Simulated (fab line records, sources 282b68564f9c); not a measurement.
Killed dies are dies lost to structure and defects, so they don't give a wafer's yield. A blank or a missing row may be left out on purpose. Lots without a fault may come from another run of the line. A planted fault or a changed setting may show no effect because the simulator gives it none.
fab line records | flow rit_cmos | part 1 of 2: steps 1 to 38 of 53
record lots=5 wafers=15 last_day=7
route steps=202 shown GATE@77 FOX2@80 REOX@98 NLDD@103 PLDD@114 SPACER@125
lots that met no fault: from a run of the same line without faults
start_h: hours from the record's first day to the start of the lot's first wafer shown | wait_h: hours since the lot's step before | " the same as in the row above | L1.1+2: a row that stands for several wafers | - no value, or no start given | * or withheld: withheld | < > ~ a bound
route shown NAME@n: a module of which the file shows steps, and the number in the route of the first | usual: mean/standard deviation of fault-free wafers | same: alike in all rows | chamber/n: place in a boat | sites: the reading at each site | _std_site: their standard deviation | _edge_site: outer sites' mean less inner sites' | radius_mm: how far each site lies from the wafer's centre | mask NAME#n: copy n | behind: the tool/chamber that last shaped the wafer | hold: why the lot was held/for how many hours/how that ended | device: the transistor (n, p or np) that didn't switch | end of line: the same wafers' tests at the end of the route | a step without rows: its recipe alone | killed: dies lost to structure and defects at the first sort, not the wafer's yield | map: a wafer's dies, x killed, . not, _ none there
set.NAME: the setting as run; set.NAME@STEP: as run at that earlier step | model.NAME: the simulator's own value behind a step, which no gauge read
lots at some steps of the route; a table a step, a row a wafer
services: from which hour (start_h, from the record's first day; less than 0 if before it) a tool's chamber was out of use, for how many hours, and why
## steps
# step RIT_GATE_CLEAN_02
# recipe chemistry=dHF dilution=50:1 time_s=30
# columns lot.wafer tool chamber start_h wait_h
L075.1+2+4 wet_bench-03 0 39.50 0.0
L077.3+4+5 wet_bench-03 2 47.24 0.0
L083.1+4+6 wet_bench-04 0 77.45 0.0
L094.1+3+6 wet_bench-04 2 134.33 0.0
L095.2+3+5 wet_bench-04 0 139.96 0.0
# step RIT_GATE_CLEAN_03
# recipe chemistry=SC2 mix=3:3:50 time_s=600 temp_c=75 dry=n2_spin
# columns lot.wafer tool chamber start_h wait_h
L075.1+2+4 wet_bench-01 1 39.52 0.0
L077.3+4+5 wet_bench-01 0 47.25 0.0
L083.1+4+6 wet_bench-01 1 77.46 0.0
L094.1+3+6 wet_bench-01 0 134.35 0.0
L095.2+3+5 wet_bench-03 3 139.98 0.0
# step RIT_GATE_CLEAN_04
# recipe chemistry=dHF dilution=50:1 time_s=60 dry=n2_spin
# columns lot.wafer tool chamber start_h wait_h
L075.1+2+4 wet_bench-04 1 39.69 0.0
L077.3+4+5 wet_bench-04 2 47.43 0.0
L083.1+4+6 wet_bench-03 3 77.81 0.0
L094.1+3+6 wet_bench-03 2 134.52 0.0
L095.2+3+5 wet_bench-01 2 140.17 0.0
# step RIT_FOX2_THK_MEAS_91
# recipe reads=SiO2_of_FOX2_OXIDATION_00
# usual FIELD_OXIDE_LEFT_2_THK=257/7
# columns lot.wafer tool chamber start_h wait_h FIELD_OXIDE_LEFT_2_THK[nm]
L075.1 film_metro-01 - 39.72 0.0 244
L075.2 " - " " 254
L075.4 " - " " 254
L077.3 film_metro-03 - 47.47 0.0 252
L077.4 " - " " 248
L077.5 " - " " 248
L083.1 film_metro-03 - 77.84 0.0 255
L083.4 " - " " 251
L083.6 " - " " 255
L094.1 film_metro-04 - 134.55 0.0 257
L094.3 " - " " 258
L094.6 " - " " 253
L095.2 film_metro-03 - 140.21 0.0 266
L095.3 " - " " 269
L095.5 " - " " 274
# step RIT_GATE_OXIDATION_05
# recipe temp_c=900 ambient=O2 target_thk_a=30 ox_time_s=270
# columns lot.wafer tool chamber start_h wait_h
L075.1+2+4 furnace-01 0 39.78 0.1
L077.3+4+5 furnace-03 0 47.56 0.1
L083.1+4+6 furnace-04 0 78.46 0.6
L094.1+3+6 furnace-04 0 135.13 0.6
L095.2+3+5 furnace-04 0 140.69 0.5
# step RIT_GATE_ANNEAL_06
# recipe temp_c=900 time_s=600 ambient=N2O
# columns lot.wafer tool chamber start_h wait_h
L075.1+2+4 furnace-04 0 41.20 0.3
L077.3+4+5 furnace-04 0 48.78 0.1
L083.1+4+6 furnace-01 0 79.54 0.0
L094.1+3+6 furnace-01 0 138.10 1.9
L095.2+3+5 furnace-04 0 141.76 0.0
# step RIT_GATE_THK_MEAS_07
# recipe reads=SiO2_of_GATE_OXIDATION_05
# usual GATE_OXIDE_THK=3.02/0.065
# columns lot.wafer tool chamber start_h wait_h GATE_OXIDE_THK[nm]
L075.1 film_metro-01 - 41.45 0.0 2.98
L075.2 " - " " 3.11
L075.4 " - " " 3.16
L077.3 film_metro-01 - 49.05 0.0 3.07
L077.4 " - " " 3.12
L077.5 " - " " 3.08
L083.1 film_metro-04 - 79.79 0.0 3.06
L083.4 " - " " 3.01
L083.6 " - " " 3.15
L094.1 film_metro-03 - 138.35 0.0 3.07
L094.3 " - " " 2.99
L094.6 " - " " 3.08
L095.2 film_metro-03 - 142.02 0.0 3.12
L095.3 " - " " 3.10
L095.5 " - " " 3.07
# step RIT_GATE_CVD_08
# recipe material=poly-Si target_thk_nm=250 temp_c=610 precursor=SiH4 time_s=2220 pressure_mtorr=300 sih4_flow_sccm=100
# columns lot.wafer tool chamber start_h wait_h
L075.1+2+4 lpcvd-01 1 41.51 0.1
L077.3+4+5 lpcvd-01 1 49.09 0.0
L083.1+4+6 lpcvd-01 0 79.85 0.1
L094.1+3+6 lpcvd-02 1 138.41 0.1
L095.2+3+5 lpcvd-01 1 142.07 0.0
# step RIT_GATE_THK_MEAS_09
# recipe reads=poly-Si_of_GATE_CVD_08
# usual GATE_POLY_THK=249.5/2.4
# columns lot.wafer tool chamber start_h wait_h GATE_POLY_THK[nm]
L075.1 film_metro-04 - 43.13 0.0 249.6
L075.2 " - " " 249.6
L075.4 " - " " 248.9
L077.3 film_metro-03 - 50.72 0.0 253.0
L077.4 " - " " 252.3
L077.5 " - " " 253.6
L083.1 film_metro-01 - 81.46 0.0 247.5
L083.4 " - " " 247.8
L083.6 " - " " 248.8
L094.1 film_metro-01 - 140.03 0.0 251.4
L094.3 " - " " 252.7
L094.6 " - " " 252.1
L095.2 film_metro-01 - 143.70 0.0 249.8
L095.3 " - " " 248.0
L095.5 " - " " 248.2
# step RIT_GATE_HMDS_10
# recipe prime_time_s=60 prime_temp_c=140
# columns lot.wafer tool chamber start_h wait_h
L075.1+2+4 litho_track-01 0 43.19 0.1
L077.3+4+5 litho_track-04 0 50.81 0.1
L083.1+4+6 litho_track-01 0 81.52 0.1
L094.1+3+6 litho_track-02 0 140.09 0.1
L095.2+3+5 litho_track-01 0 143.77 0.1
# step RIT_GATE_COAT_11
# recipe resist=NOVOLAK spin_rpm=4250 resist_thk_nm=855.5
# columns lot.wafer tool chamber start_h wait_h
L075.1+2+4 litho_track-01 0 43.34 0.1
L077.3+4+5 litho_track-04 0 50.96 0.1
L083.1+4+6 litho_track-01 0 81.67 0.1
L094.1+3+6 litho_track-02 0 140.24 0.1
L095.2+3+5 litho_track-01 0 143.92 0.1
# step RIT_GATE_SOFTBAKE_12
# recipe resist=NOVOLAK temp_c=90 time_s=60
# columns lot.wafer tool chamber start_h wait_h
L075.1+2+4 litho_track-01 0 43.49 0.1
L077.3+4+5 litho_track-04 0 51.11 0.1
L083.1+4+6 litho_track-01 0 81.82 0.1
L094.1+3+6 litho_track-02 0 140.39 0.1
L095.2+3+5 litho_track-01 0 144.07 0.1
# step RIT_GATE_EXPOSE_13
# recipe mask_id=M6 na=0.6 source_shape=conventional sigma_outer=0.6 target_cd_nm=150 dose_mj=380
# columns lot.wafer tool chamber start_h wait_h mask
L075.1+2+4 iline_stepper-02 0 43.76 0.2 M6#0
L077.3+4+5 iline_stepper-01 0 51.38 0.2 M6#0
L083.1+4+6 iline_stepper-02 0 81.97 0.1 M6#0
L094.1+3+6 iline_stepper-02 0 140.67 0.2 M6#0
L095.2+3+5 iline_stepper-01 0 144.41 0.3 M6#0
# step RIT_GATE_PEB_14
# recipe resist=NOVOLAK temp_c=withheld time_s=withheld
# columns lot.wafer tool chamber start_h wait_h
L075.1+2+4 litho_track-01 0 43.88 0.1
L077.3+4+5 litho_track-04 0 51.50 0.1
L083.1+4+6 litho_track-04 0 82.09 0.1
L094.1+3+6 litho_track-02 0 140.78 0.1
L095.2+3+5 litho_track-04 0 144.59 0.2
# step RIT_GATE_DEVELOP_15
# recipe resist=NOVOLAK develop_time_s=50 dev_temp_c=23
# columns lot.wafer tool chamber start_h wait_h
L075.1+2+4 litho_track-01 0 - -
L077.3+4+5 litho_track-04 0 - -
L083.1+4+6 litho_track-04 0 - -
L094.1+3+6 litho_track-02 0 - -
L095.2+3+5 litho_track-04 0 - -
# step RIT_GATE_CD_MEAS_16
# recipe target_cd_nm=150
# usual cd_nm=149.6/1.8
# columns lot.wafer tool chamber start_h wait_h cd_nm
L075.1 cd_sem-02 - 44.16 - 151.2
L075.2 " - " " 149.9
L075.4 " - " " 151.3
L077.3 cd_sem-02 - 51.78 - 148.6
L077.4 " - " " 150.8
L077.5 " - " " 152.4
L083.1 cd_sem-02 - 82.37 - 150.4
L083.4 " - " " 150.1
L083.6 " - " " 151.6
L094.1 cd_sem-01 - 141.07 - 147.7
L094.3 " - " " 147.1
L094.6 " - " " 147.3
L095.2 cd_sem-01 - 144.87 - 148.7
L095.3 " - " " 148.7
L095.5 " - " " 148.8
# step RIT_GATE_OVL_MEAS_17
# usual GATE_OVL=1.4/1.2
# columns lot.wafer tool chamber start_h wait_h GATE_OVL[nm]
L075.1 overlay-01 - 44.28 0.1 1.4
L075.2 " - " " 1.7
L075.4 " - " " 1.2
L077.3 overlay-01 - 51.87 0.1 1.5
L077.4 " - " " 2.4
L077.5 " - " " 2.2
L083.1 overlay-02 - 82.49 0.1 0.4
L083.4 " - " " 1.2
L083.6 " - " " 0.6
L094.1 overlay-01 - 141.19 0.1 2.6
L094.3 " - " " 1.4
L094.6 " - " " 1.3
L095.2 overlay-01 - 144.97 0.1 0.0
L095.3 " - " " 1.6
L095.5 " - " " -0.7
# step RIT_GATE_HARDBAKE_18
# recipe resist=NOVOLAK temp_c=140 time_s=60
# columns lot.wafer tool chamber start_h wait_h
L075.1+2+4 litho_track-04 0 44.32 0.0
L077.3+4+5 litho_track-04 0 51.94 0.1
L083.1+4+6 litho_track-04 0 82.53 0.0
L094.1+3+6 litho_track-04 0 141.22 0.0
L095.2+3+5 litho_track-04 0 145.03 0.0
# step RIT_GATE_ETCH_19
# recipe chemistry=SF6/CHF3/O2 time_s=165 SF6_flow_sccm=30 CHF3_flow_sccm=30 O2_flow_sccm=5 target=poly-Si pressure_mtorr=40 rf_w=160 target_depth_a=3125 over_etch_frac=0.25 stop_on=SiO2
# usual drypump_motor_current_A=5.8/0.42 oes_product_au=0.850/0.0086 throttle_valve_pct=10.23/0.12
# columns lot.wafer tool chamber start_h wait_h drypump_motor_current_A oes_product_au rf_hours_counter_h throttle_valve_pct
L075.1 rie_si-01 2 44.47 0.1 5.7 0.858 1 10.30
L075.2 " 0 " " 5.9 0.850 2 10.23
L075.4 " 3 " " 5.4 0.847 47 10.16
L077.3 rie_si-01 3 52.04 0.1 5.4 0.855 47 10.17
L077.4 " 1 " " 6.4 0.860 19 10.02
L077.5 " 2 " " 5.6 0.853 - 10.31
L083.1 rie_si-01 1 82.68 0.1 6.4 0.854 19 10.01
L083.4 " 3 " " 5.4 0.841 47 10.15
L083.6 " 2 " " 5.6 0.841 - 10.30
L094.1 rie_si-02 1 141.37 0.1 6.5 0.861 69 10.25
L094.3 " 0 " " 5.3 0.864 145 10.43
L094.6 " 2 " " 5.6 0.851 - 10.16
L095.2 rie_si-01 2 145.15 0.1 5.6 0.843 2 10.29
L095.3 " 0 " " 5.8 0.851 3 10.22
L095.5 " 1 " " 6.4 0.855 - 10.02
# step RIT_GATE_STRIP_20
# recipe chemistry=O2 time_s=180 resist=NOVOLAK platen_temp_c=withheld power_w=500 pressure_mtorr=4000 o2_flow_sccm=4000
# usual drypump_motor_current_A=5.6/0.48 rf_refl_power_W=6.7/1.7
# columns lot.wafer tool chamber start_h wait_h drypump_motor_current_A rf_hours_counter_h rf_refl_power_W
L075.1 plasma_asher-01 0 44.58 0.1 5.6 40 7.5
L075.2 " 1 " " 6.0 40 6.6
L075.4 " 0 " " 5.6 - 7.7
L077.3 plasma_asher-03 1 52.21 0.1 5.2 - 6.4
L077.4 " 0 " " 6.4 - 7.3
L077.5 " 0 " " 6.4 - 7.7
L083.1 plasma_asher-01 0 82.79 0.1 5.6 44 7.7
L083.4 " 1 " " 6.0 - 6.7
L083.6 " 1 " " 6.0 - 6.8
L094.1 plasma_asher-04 1 141.48 0.1 5.0 53 8.7
L094.3 " 0 " " 5.4 - 3.7
L094.6 " 0 " " 5.5 - 3.5
L095.2 plasma_asher-03 1 145.26 0.1 5.2 34 5.9
L095.3 " 0 " " 6.3 - 7.2
L095.5 " 0 " " 6.4 - 7.4
# step RIT_GATE_CD_MEAS_90
# recipe target_cd_nm=150
# usual cd_nm=149.6/1.8
# columns lot.wafer tool chamber start_h wait_h cd_nm
L075.1 cd_sem-02 - 44.75 0.1 151.6
L075.2 " - " " 150.1
L075.4 " - " " 151.5
L077.3 cd_sem-02 - 52.37 0.1 149.0
L077.4 " - " " 151.1
L077.5 " - " " 152.3
L083.1 cd_sem-01 - 82.96 0.1 150.7
L083.4 " - " " 150.0
L083.6 " - " " 151.7
L094.1 cd_sem-02 - 141.66 0.1 148.4
L094.3 " - " " 147.0
L094.6 " - " " 147.1
L095.2 cd_sem-01 - 145.46 0.1 148.5
L095.3 " - " " 148.7
L095.5 " - " " 148.7
# step RIT_REOX_CLEAN_00
# recipe chemistry=SC1 mix=3:3:50 time_s=600 temp_c=73.77
# columns lot.wafer tool chamber start_h wait_h
L075.1+2+4 wet_bench-02 1 44.87 0.1
L077.3+4+5 wet_bench-02 0 52.45 0.1
L083.1+4+6 wet_bench-01 0 83.08 0.1
L094.1+3+6 wet_bench-02 0 141.78 0.1
L095.2+3+5 wet_bench-01 2 145.56 0.1
# step RIT_REOX_CLEAN_01
# recipe chemistry=dHF dilution=50:1 time_s=30
# columns lot.wafer tool chamber start_h wait_h
L075.1+2+4 wet_bench-01 1 45.05 0.0
L077.3+4+5 wet_bench-01 1 52.62 0.0
L083.1+4+6 wet_bench-04 0 83.26 0.0
L094.1+3+6 wet_bench-01 1 141.95 0.0
L095.2+3+5 wet_bench-02 0 145.77 0.0
# step RIT_REOX_CLEAN_02
# recipe chemistry=SC2 mix=3:3:50 time_s=600 temp_c=75 dry=n2_spin
# columns lot.wafer tool chamber start_h wait_h
L075.1+2+4 wet_bench-04 3 45.07 0.0
L077.3+4+5 wet_bench-04 0 52.64 0.0
L083.1+4+6 wet_bench-01 2 83.27 0.0
L094.1+3+6 wet_bench-04 1 141.97 0.0
L095.2+3+5 wet_bench-04 2 145.78 0.0
# step RIT_REOX_OXIDATION_03
# recipe temp_c=900 ambient=O2 target_thk_a=252 ox_time_s=5580
# columns lot.wafer tool chamber start_h wait_h
L075.1+2+4 furnace-02 0 45.26 0.0
L077.3+4+5 furnace-03 0 52.81 0.0
L083.1+4+6 furnace-04 0 83.55 0.1
L094.1+3+6 furnace-03 0 142.14 0.0
L095.2+3+5 furnace-04 0 145.96 0.0
# step RIT_REOX_THK_MEAS_04
# recipe reads=SiO2_of_REOX_OXIDATION_03
# usual REOX_OXIDE_THK=25.4/0.54
# columns lot.wafer tool chamber start_h wait_h REOX_OXIDE_THK[nm]
L075.1 film_metro-02 - 47.81 0.0 25.3
L075.2 " - " " 25.6
L075.4 " - " " 25.8
L077.3 film_metro-02 - 55.38 0.0 25.3
L077.4 " - " " 25.0
L077.5 " - " " 25.1
L083.1 film_metro-01 - 86.10 0.0 25.8
L083.4 " - " " 25.5
L083.6 " - " " 25.8
L094.1 film_metro-02 - 144.69 0.0 25.6
L094.3 " - " " 25.0
L094.6 " - " " 25.1
L095.2 film_metro-04 - 148.52 0.0 25.8
L095.3 " - " " 25.7
L095.5 " - " " 25.7
# step RIT_NLDD_HMDS_00
# recipe prime_time_s=60 prime_temp_c=140
# columns lot.wafer tool chamber start_h wait_h
L075.1+2+4 litho_track-02 0 47.87 0.1
L077.3+4+5 litho_track-01 0 55.47 0.1
L083.1+4+6 litho_track-02 0 86.16 0.1
L094.1+3+6 litho_track-03 0 144.83 0.1
L095.2+3+5 litho_track-03 0 148.59 0.1
# step RIT_NLDD_COAT_01
# recipe resist=NOVOLAK spin_rpm=3250 resist_thk_nm=1000
# columns lot.wafer tool chamber start_h wait_h
L075.1+2+4 litho_track-02 0 48.02 0.1
L077.3+4+5 litho_track-01 0 55.62 0.1
L083.1+4+6 litho_track-02 0 86.31 0.1
L094.1+3+6 litho_track-03 0 144.98 0.1
L095.2+3+5 litho_track-03 0 148.74 0.1
# step RIT_NLDD_SOFTBAKE_02
# recipe resist=NOVOLAK temp_c=90 time_s=60
# columns lot.wafer tool chamber start_h wait_h
L075.1+2+4 litho_track-02 0 48.17 0.1
L077.3+4+5 litho_track-01 0 55.77 0.1
L083.1+4+6 litho_track-02 0 86.46 0.1
L094.1+3+6 litho_track-03 0 145.13 0.1
L095.2+3+5 litho_track-03 0 148.89 0.1
# step RIT_NLDD_EXPOSE_03
# recipe mask_id=M7 na=0.57 target_cd_nm=40700 dose_mj=250
# columns lot.wafer tool chamber start_h wait_h mask
L075.1+2+4 iline_stepper-02 0 48.32 0.1 M7#0
L077.3+4+5 iline_stepper-02 0 55.91 0.1 M7#0
L083.1+4+6 iline_stepper-02 0 86.74 0.2 M7#0
L094.1+3+6 iline_stepper-01 0 145.28 0.1 M7#0
L095.2+3+5 iline_stepper-01 0 149.04 0.1 M7#0
# step RIT_NLDD_PEB_04
# recipe resist=NOVOLAK temp_c=withheld time_s=withheld
# columns lot.wafer tool chamber start_h wait_h
L075.1+2+4 litho_track-02 0 48.43 0.1
L077.3+4+5 litho_track-02 0 56.04 0.1
L083.1+4+6 litho_track-02 0 86.85 0.1
L094.1+3+6 litho_track-03 0 145.40 0.1
L095.2+3+5 litho_track-03 0 149.16 0.1
# step RIT_NLDD_DEVELOP_05
# recipe resist=NOVOLAK develop_time_s=50 dev_temp_c=23
# columns lot.wafer tool chamber start_h wait_h
L075.1+2+4 litho_track-02 0 - -
L077.3+4+5 litho_track-02 0 - -
L083.1+4+6 litho_track-02 0 - -
L094.1+3+6 litho_track-03 0 - -
L095.2+3+5 litho_track-03 0 - -
# step RIT_NLDD_OVL_MEAS_06
# usual NLDD_OVL=1.6/1.4
# columns lot.wafer tool chamber start_h wait_h NLDD_OVL[nm]
L075.1 overlay-02 - 48.72 - 1.6
L075.2 " - " " 1.8
L075.4 " - " " 3.0
L077.3 overlay-02 - 56.29 - 2.5
L077.4 " - " " 2.2
L077.5 " - " " 1.0
L083.1 overlay-02 - 87.14 - -0.7
L083.4 " - " " 1.5
L083.6 " - " " 0.6
L094.1 overlay-01 - 145.68 - 0.8
L094.3 " - " " 0.1
L094.6 " - " " 1.1
L095.2 overlay-02 - 149.42 - -0.1
L095.3 " - " " -1.1
L095.5 " - " " -1.1
# step RIT_NLDD_HARDBAKE_07
# recipe resist=NOVOLAK temp_c=140 time_s=60
# columns lot.wafer tool chamber start_h wait_h
L075.1+2+4 litho_track-03 0 48.75 0.0
L077.3+4+5 litho_track-03 0 56.36 0.1
L083.1+4+6 litho_track-01 0 87.17 0.0
L094.1+3+6 litho_track-01 0 145.72 0.0
L095.2+3+5 litho_track-01 0 149.48 0.0
# step RIT_NLDD_IMPLANT_08
# recipe species=P energy_kev=20 dose_cm2=5.08e+14 tilt_deg=7
# columns lot.wafer tool chamber start_h wait_h
L075.1+2+4 implanter-02 0 48.90 0.1
L077.3+4+5 implanter-03 0 56.51 0.1
L083.1+4+6 implanter-01 0 87.32 0.1
L094.1+3+6 implanter-01 0 145.87 0.1
L095.2+3+5 implanter-01 0 149.63 0.1
# step RIT_NLDD_STRIP_09
# recipe chemistry=O2 time_s=180 resist=NOVOLAK platen_temp_c=withheld power_w=500 pressure_mtorr=4000 o2_flow_sccm=4000
# usual drypump_motor_current_A=5.6/0.45 rf_refl_power_W=6.3/1.6
# columns lot.wafer tool chamber start_h wait_h drypump_motor_current_A rf_hours_counter_h rf_refl_power_W
L075.1 plasma_asher-04 1 49.05 0.1 4.9 43 8.6
L075.2 " 0 " " 5.5 43 3.6
L075.4 " 1 " " 5.0 - 8.8
L077.3 plasma_asher-03 0 56.67 0.1 6.4 - 7.4
L077.4 " 1 " " 5.1 - 6.5
L077.5 " 0 " " 6.3 - 7.6
L083.1 plasma_asher-03 1 87.47 0.1 5.2 28 6.3
L083.4 " 1 " " 5.2 - 6.4
L083.6 " 1 " " 5.2 - 6.4
L094.1 plasma_asher-04 1 146.02 0.1 4.9 54 9.1
L094.3 " 0 " " 5.5 - 3.7
L094.6 " 1 " " 5.0 - 9.1
L095.2 plasma_asher-02 1 149.75 0.1 5.8 51 5.6
L095.3 " 0 " " 5.8 - 6.1
L095.5 " 1 " " 5.8 - 5.5
# step RIT_NLDD_TW_MEAS_10
# usual NLDD_TW=2490/22
# columns lot.wafer tool chamber start_h wait_h NLDD_TW
L075.1 film_metro-04 - 49.23 0.1 2511
L075.2 " - " " 2513
L075.4 " - " " 2487
L077.3 film_metro-04 - 56.80 0.1 2507
L077.4 " - " " 2500
L077.5 " - " " 2490
L083.1 film_metro-04 - 87.65 0.1 2514
L083.4 " - " " 2515
L083.6 " - " " 2517
L094.1 film_metro-04 - 146.20 0.1 2510
L094.3 " - " " 2510
L094.6 " - " " 2513
L095.2 film_metro-04 - 149.94 0.1 2514
L095.3 " - " " 2515
L095.5 " - " " 2502
# step RIT_PLDD_HMDS_00
# recipe prime_time_s=60 prime_temp_c=140
# columns lot.wafer tool chamber start_h wait_h
L075.1+2+4 litho_track-03 0 49.29 0.1
L077.3+4+5 litho_track-03 0 56.89 0.1
L083.1+4+6 litho_track-01 0 87.71 0.1
L094.1+3+6 litho_track-01 0 146.26 0.1
L095.2+3+5 litho_track-04 0 150.01 0.1
